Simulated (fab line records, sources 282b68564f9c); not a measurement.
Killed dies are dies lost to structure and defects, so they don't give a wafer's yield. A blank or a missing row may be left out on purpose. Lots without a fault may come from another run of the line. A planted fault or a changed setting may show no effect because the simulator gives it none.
fab line records | flow rit_cmos
record lots=6 wafers=18 last_day=8
route steps=202 shown NLDD@103 PLDD@114 M1@202
lots that met no fault: from a run of the same line without faults
start_h: hours from the record's first day to the start of the lot's first wafer shown | wait_h: hours since the lot's step before | " the same as in the row above | L1.1+2: a row that stands for several wafers | - no value, or no start given | * or withheld: withheld | < > ~ a bound
route shown NAME@n: a module of which the file shows steps, and the number in the route of the first | usual: mean/standard deviation of fault-free wafers | same: alike in all rows | chamber/n: place in a boat | sites: the reading at each site | _std_site: their standard deviation | _edge_site: outer sites' mean less inner sites' | radius_mm: how far each site lies from the wafer's centre | mask NAME#n: copy n | behind: the tool/chamber that last shaped the wafer | hold: why the lot was held/for how many hours/how that ended | device: the transistor (n, p or np) that didn't switch | end of line: the same wafers' tests at the end of the route | a step without rows: its recipe alone | killed: dies lost to structure and defects at the first sort, not the wafer's yield | map: a wafer's dies, x killed, . not, _ none there
set.NAME: the setting as run; set.NAME@STEP: as run at that earlier step | model.NAME: the simulator's own value behind a step, which no gauge read
lots at some steps of the route; a table a step, a row a wafer
services: from which hour (start_h, from the record's first day; less than 0 if before it) a tool's chamber was out of use, for how many hours, and why
## steps
# step RIT_NLDD_HMDS_00
# recipe prime_time_s=60 prime_temp_c=140
# step RIT_NLDD_COAT_01
# recipe resist=NOVOLAK spin_rpm=3250 resist_thk_nm=1000
# step RIT_NLDD_SOFTBAKE_02
# recipe resist=NOVOLAK temp_c=90 time_s=60
# step RIT_NLDD_EXPOSE_03
# recipe mask_id=M7 na=0.57 target_cd_nm=40700 dose_mj=250
# step RIT_NLDD_PEB_04
# recipe resist=NOVOLAK temp_c=withheld time_s=withheld
# step RIT_NLDD_DEVELOP_05
# recipe resist=NOVOLAK develop_time_s=50 dev_temp_c=23
# step RIT_NLDD_OVL_MEAS_06
# usual NLDD_OVL=1.0/1.1
# columns lot.wafer tool chamber start_h wait_h NLDD_OVL[nm]
L634.2 overlay-01 - 43.23 - 0.0
L634.3 " - " " 0.2
L634.4 " - " " 1.1
L638.1 overlay-01 - 68.89 - 2.5
L638.3 " - " " 2.6
L638.4 " - " " 2.5
L640.1 overlay-01 - 77.58 - -0.3
L640.2 " - " " 0.4
L640.5 " - " " 0.4
L643.1 overlay-02 - 95.23 - -0.2
L643.4 " - " " 0.6
L643.6 " - " " -0.5
L651.1 overlay-01 - 149.63 - 1.0
L651.4 " - " " 2.6
L651.6 " - " " 2.5
L655.2 overlay-01 - 165.02 - 2.1
L655.5 " - " " 1.6
L655.6 " - " " 0.9
# step RIT_NLDD_HARDBAKE_07
# recipe resist=NOVOLAK temp_c=140 time_s=60
# step RIT_NLDD_IMPLANT_08
# recipe species=P energy_kev=20 dose_cm2=5e+14 tilt_deg=7
# step RIT_NLDD_STRIP_09
# recipe chemistry=O2 time_s=180 resist=NOVOLAK platen_temp_c=withheld power_w=500 pressure_mtorr=4000 o2_flow_sccm=4000
# usual drypump_motor_current_A=5.8/0.52
# columns lot.wafer tool chamber start_h wait_h drypump_motor_current_A rf_hours_counter_h
L634.2 plasma_asher-02 1 43.58 0.1 5.5 41
L634.3 " 0 " " 6.6 -
L634.4 " 1 " " 5.5 -
L638.1 plasma_asher-04 1 69.22 0.1 6.1 41
L638.3 " 1 " " 6.1 -
L638.4 " 0 " " 5.4 -
L640.1 plasma_asher-04 0 77.92 0.1 5.4 42
L640.2 " 1 " " 6.1 42
L640.5 " 0 " " 5.4 -
L643.1 plasma_asher-03 1 95.57 0.1 5.0 30
L643.4 " 1 " " 5.0 -
L643.6 " 0 " " 6.3 -
L651.1 plasma_asher-04 0 150.08 0.1 5.4 49
L651.4 " 0 " " 5.4 -
L651.6 " 1 " " 6.1 -
L655.2 plasma_asher-04 1 165.35 0.1 6.1 51
L655.5 " 1 " " 6.1 -
L655.6 " 0 " " 5.5 -
# step RIT_NLDD_TW_MEAS_10
# usual NLDD_TW=2497/15
# columns lot.wafer tool chamber start_h wait_h NLDD_TW
L634.2 film_metro-03 - 43.76 0.1 2519
L634.3 " - " " 2517
L634.4 " - " " 2525
L638.1 film_metro-01 - 69.40 0.1 2476
L638.3 " - " " 2474
L638.4 " - " " 2480
L640.1 film_metro-02 - 78.09 0.1 2492
L640.2 " - " " 2489
L640.5 " - " " 2476
L643.1 film_metro-01 - 95.75 0.1 2492
L643.4 " - " " 2483
L643.6 " - " " 2479
L651.1 film_metro-02 - 150.25 0.1 2497
L651.4 " - " " 2491
L651.6 " - " " 2510
L655.2 film_metro-03 - 165.54 0.1 2516
L655.5 " - " " 2532
L655.6 " - " " 2512
# step RIT_PLDD_HMDS_00
# recipe prime_time_s=60 prime_temp_c=140
# step RIT_PLDD_COAT_01
# recipe resist=NOVOLAK spin_rpm=3250 resist_thk_nm=1000
# usual spin_speed_rpm=3249.8/2.4
# columns lot.wafer tool chamber start_h wait_h spin_speed_rpm model.NOVOLAK_of_PLDD_COAT_01.thk_nm
L634.2 litho_track-03 0 44.00 0.1 3249.2 1002
L634.3 " 0 " " 3250.5 999
L634.4 " 0 " " 3252.4 1002
L638.1 litho_track-02 0 69.62 0.1 3249.0 1008
L638.3 " 0 " " 3249.7 1004
L638.4 " 0 " " 3251.2 1007
L640.1 litho_track-02 0 78.30 0.1 3428.9 978.2
L640.2 " 0 " " 3428.4 979.2
L640.5 " 0 " " 3421.5 979.6
L643.1 litho_track-02 0 95.96 0.1 3428.0 975.4
L643.4 " 0 " " 3422.7 976.8
L643.6 " 0 " " 3421.9 976.4
L651.1 litho_track-04 0 150.46 0.1 3246.0 997.6
L651.4 " 0 " " 3243.9 997.3
L651.6 " 0 " " 3246.8 998.2
L655.2 litho_track-04 0 165.76 0.1 3249.9 1002
L655.5 " 0 " " 3246.1 998.7
L655.6 " 0 " " 3252.3 1000
# step RIT_PLDD_SOFTBAKE_02
# recipe resist=NOVOLAK temp_c=90 time_s=60
# step RIT_PLDD_EXPOSE_03
# recipe mask_id=M8 na=0.57 target_cd_nm=40900 dose_mj=250
# step RIT_PLDD_PEB_04
# recipe resist=NOVOLAK temp_c=withheld time_s=withheld
# step RIT_PLDD_DEVELOP_05
# recipe resist=NOVOLAK develop_time_s=50 dev_temp_c=23
# step RIT_PLDD_OVL_MEAS_06
# usual PLDD_OVL=0.1/1.6
# columns lot.wafer tool chamber start_h wait_h PLDD_OVL[nm]
L634.2 overlay-02 - 44.68 - 2.6
L634.3 " - " " 1.7
L634.4 " - " " 0.0
L638.1 overlay-02 - 70.44 - -0.1
L638.3 " - " " -0.8
L638.4 " - " " 2.0
L640.1 overlay-01 - 79.00 - 1.4
L640.2 " - " " 1.4
L640.5 " - " " -1.0
L643.1 overlay-02 - 96.78 - 1.9
L643.4 " - " " 1.6
L643.6 " - " " 0.5
L651.1 overlay-01 - 151.33 - -0.4
L651.4 " - " " -0.5
L651.6 " - " " 1.0
L655.2 overlay-01 - 166.57 - 0.4
L655.5 " - " " 2.7
L655.6 " - " " 3.6
# step RIT_PLDD_HARDBAKE_07
# recipe resist=NOVOLAK temp_c=140 time_s=60
# columns lot.wafer tool chamber start_h wait_h model.NOVOLAK_of_PLDD_COAT_01.thk_nm
L634.2 litho_track-03 0 44.73 0.0 885.3
L634.3 " 0 " " 882.9
L634.4 " 0 " " 885.6
L638.1 litho_track-02 0 70.48 0.0 890.4
L638.3 " 0 " " 887.7
L638.4 " 0 " " 889.7
L640.1 litho_track-04 0 79.04 0.0 864.7
L640.2 " 0 " " 865.6
L640.5 " 0 " " 866
L643.1 litho_track-02 0 96.82 0.0 862.2
L643.4 " 0 " " 863.5
L643.6 " 0 " " 863.2
L651.1 litho_track-02 0 151.36 0.0 881.7
L651.4 " 0 " " 881.4
L651.6 " 0 " " 882.2
L655.2 litho_track-03 0 166.63 0.0 885.6
L655.5 " 0 " " 882.6
L655.6 " 0 " " 884
# step RIT_PLDD_IMPLANT_08
# recipe species=BF2 energy_kev=20 dose_cm2=9e+14 tilt_deg=7
# step RIT_M1_PROBE_99
# usual killed_at_M0_to_M3=0.0/0.083 killed_at_contacts=0.1/0.24 killed_at_front_end=7/3.1 killed_dies=7/3.1 killed_open=3.3/1.9 killed_short=3.9/2.1
# same gross_dies=264 killed_at_M4_up=0 killed_at_back_side=0 killed_at_other=0
# columns lot.wafer tool chamber start_h wait_h killed_at_M0_to_M3 killed_at_contacts killed_at_front_end killed_dies killed_open killed_short
L634.2 prober-01 - 59.02 0.1 0 0 7 7 4 3
L634.3 prober-01 - 59.07 0.2 0 0 12 12 4 8
L634.4 prober-01 - 59.12 0.2 0 0 8 8 5 3
L640.1 prober-01 - 93.46 0.1 0 0 3 3 2 1
L640.2 prober-01 - 93.51 0.1 0 0 5 5 2 3
L640.5 prober-01 - 93.66 0.2 0 0 6 6 2 4
L651.1 prober-01 - 166.80 0.1 0 0 12 12 8 4
L651.4 prober-01 - 166.95 0.2 0 1 4 5 2 3
L651.6 prober-01 - 167.05 0.2 0 0 8 8 5 3
L655.2 prober-02 - 181.96 0.1 0 0 2 2 1 1
L655.5 prober-02 - 182.11 0.2 0 0 6 6 0 6
L655.6 prober-02 - 182.16 0.2 0 0 6 6 2 4
# killed by level:class
L634.2 GATE:geometric_particle:open=3 FOX1:geometric_particle:short=1 GATE:geometric_particle:short=1 SPACER:geometric_particle:open=1 SPACER:geometric_particle:short=1
L634.3 GATE:geometric_particle:short=4 FOX1:geometric_particle:short=2 SPACER:geometric_particle:open=2 SPACER:geometric_particle:short=2 GATE:geometric_particle:open=1 SILICIDE:geometric_particle:open=1
L634.4 FOX1:geometric_particle:open=3 SILICIDE:geometric_particle:open=2 FOX2:geometric_particle:short=1 GATE:geometric_particle:short=1 REOX:geometric_particle:short=1
L640.1 GATE:geometric_particle:open=2 GATE:geometric_particle:short=1
L640.2 GATE:geometric_particle:short=2 GATE:geometric_particle:open=1 SPACER:geometric_particle:short=1 SILICIDE:geometric_particle:open=1
L640.5 FOX1:geometric_particle:short=2 SILICIDE:geometric_particle:short=2 GATE:geometric_particle:open=1 SPACER:geometric_particle:open=1
L651.1 GATE:geometric_particle:open=4 REOX:geometric_particle:short=3 REOX:geometric_particle:open=2 ACTIVE:geometric_particle:short=1 FOX1:geometric_particle:open=1 SILICIDE:geometric_particle:open=1
L651.4 SILICIDE:geometric_particle:short=2 FOX1:geometric_particle:open=1 SPACER:geometric_particle:short=1 CONTACT:geometric_particle:open=1
L651.6 FOX1:geometric_particle:short=2 REOX:geometric_particle:open=2 FOX1:geometric_particle:open=1 GATE:geometric_particle:open=1 SPACER:geometric_particle:open=1 SPACER:geometric_particle:short=1
L655.2 FOX2:geometric_particle:short=1 REOX:geometric_particle:open=1
L655.5 GATE:geometric_particle:short=4 FOX1:geometric_particle:short=1 FOX2:geometric_particle:short=1
L655.6 FOX1:geometric_particle:short=2 REOX:geometric_particle:short=2 FOX1:geometric_particle:open=1 FOX2:geometric_particle:open=1
## services
# columns tool chamber start_h hours kind
plasma_asher-03 - 27.16 14.6 pm
plasma_asher-04 - 35.24 10.0 pm
plasma_asher-02 - 44.58 1.2 repair
plasma_asher-04 - 47.58 3.2 repair
plasma_asher-02 - 92.16 14.6 pm
plasma_asher-03 - 112.93 2.7 repair
plasma_asher-04 - 116.94 2.9 repair
## key
first_sign step=RIT_PLDD_COAT_01 reading=spin_speed_rpm direction=up sigmas=72 usual=3249.8 struck=3425.2
effect none on later readings
model_effect step=RIT_PLDD_COAT_01 value=NOVOLAK_of_PLDD_COAT_01.thk_nm without=1004 struck=977.6
model_effect step=RIT_PLDD_HARDBAKE_07 value=NOVOLAK_of_PLDD_COAT_01.thk_nm without=887.1 struck=864.2
met_at RIT_PLDD_COAT_01
struck_wafers L640.1,L640.2,L640.5,L643.1,L643.4,L643.6
tester_left_out L640,L643
onset_between 69.62 78.30
fault kind=process_parameter_drift tool=litho_track-02 chamber=- onset_h=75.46 steps=RIT_PLDD_COAT_01 channel=spin_rpm offset=176.79 shape=step end_h=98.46 acts_in=these_recipes_only stated=3250
# tester_left_out: of these lots the tester's yield and bins aren't shown, on N5 and GAA mostly nor the transistor test; their killed dies are dies lost to structure and defects alone, not to doping, threshold or leakage, so they don't give the yield
